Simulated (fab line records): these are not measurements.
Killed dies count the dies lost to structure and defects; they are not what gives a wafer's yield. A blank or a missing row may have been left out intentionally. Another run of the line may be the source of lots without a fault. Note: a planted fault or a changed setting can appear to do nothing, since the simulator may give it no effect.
A struck lot beside a sound one    flow berkeley cmos170    16 steps out of a route of 331
Sound: these wafers, L942.4, L942.5, L942.6. Wafers L952.1, L952.2, L952.6 were the ones struck. The cause comes at the end.
Each step with rows lists, per side, the tool, then ch with its chambers, then its first start. Under that, the readings that differ: sound wafers    struck wafers    difference of the means    sigmas: that difference in standard deviations of wafers without a fault.
alike: readings with means less than 2 such deviations apart, plus words and numbers identical on both sides. not compared: withheld readings, readings lacking a value on some wafer, bounds such as >300 that could conceal the same value, and numbers that have no deviation in the record and whose values overlap.
Wherever a step has rows on one side only, a row that says differs or no value, or a row with sigmas, the two part there. When numbers do not overlap yet have no deviation, they are printed without sigmas and do not part them. A reading that every wafer of one side lacks parts them only if that side has two wafers or more.

first, 2 steps without rows for these wafers: UCB170_M2_COAT_05 (resist thk 900 nm); UCB170_M2_SOFTBAKE_06 (time 60 s).
UCB170_M2_STRIP_07: strips in O2.
  sound on plasma asher-01 ch 0,1, day 8 17:53; struck on plasma asher-04 ch 0,1, day 11 12:38
  alike: drypump motor current A, oes product au, strip time to endpoint s
  not compared: rf hours counter h
then, 7 steps without rows for these wafers: UCB170_M2_STRIP_08 (strips KrF in DMSO, time 600 s); UCB170_M2_COAT_09; UCB170_M2_COAT_10 (resist thk 900 nm); UCB170_M2_SOFTBAKE_11 (time 60 s); UCB170_M2_EXPOSE_12 (exposes mask METAL2, target cd 700 nm); UCB170_M2_PEB_13; UCB170_M2_DEVELOP_14 (develop time 45 s).
UCB170_M2_CD_MEAS_15: the cd target is 700 nm.
  sound on cd sem-01, day 8 19:25; struck on cd sem-01, day 11 16:28
  alike: cd nm
UCB170_M2_OVL_MEAS_16:
  sound on overlay-02, day 8 19:29; struck on overlay-01, day 11 16:35
  alike: M2_OVL
UCB170_M2_ETCH_17: etches BARC in N2/H2.
  sound on rie diel-01 ch 2,3, day 8 19:31; struck on rie diel-01 ch 0,3, day 11 16:37
  no value came back on the struck wafers for any of 6 readings (bias w (W), chamber pressure mTorr (mTorr) and others); on the sound wafers bias w (W) reads 101.5 101.7 101.2
UCB170_M2_METAL_ETCH_18: etches Al in Cl2/BCl3, stops on SiO2, target depth 1170 nm, time 195 s.
  sound on rie metal-02 ch 0,1, day 8 19:37; struck on rie metal-01 ch 0,1, day 11 16:39
reading                sound              struck             difference  sigmas
oes product au (a.u.)  0.825 0.853 0.833  0.381 0.380 0.387  -0.454      -35
  alike: bcl3 flow sccm, bias w, drypump motor current A, throttle valve pct
  not compared: rf hours counter h
UCB170_M2_STRIP_19: strips in O2.
  sound on plasma asher-01 ch 0,1, day 8 19:46; struck on plasma asher-01 ch 0,1, day 11 16:50
  alike: drypump motor current A, oes product au
  not compared: rf hours counter h
UCB170_M2_CD_MEAS_90: the cd target is 700 nm.
  sound on cd sem-02, day 8 19:54; struck on cd sem-02, day 11 16:56
reading     sound              struck  difference                     sigmas
cd nm (nm)  700.6 700.4 697.9  - - -   no value on the struck wafers  

WHERE THEY PART
Earliest at UCB170_M2_ETCH_17; latest, in this record, at UCB170_M2_CD_MEAS_90.

WHY: whatever the simulator had introduced
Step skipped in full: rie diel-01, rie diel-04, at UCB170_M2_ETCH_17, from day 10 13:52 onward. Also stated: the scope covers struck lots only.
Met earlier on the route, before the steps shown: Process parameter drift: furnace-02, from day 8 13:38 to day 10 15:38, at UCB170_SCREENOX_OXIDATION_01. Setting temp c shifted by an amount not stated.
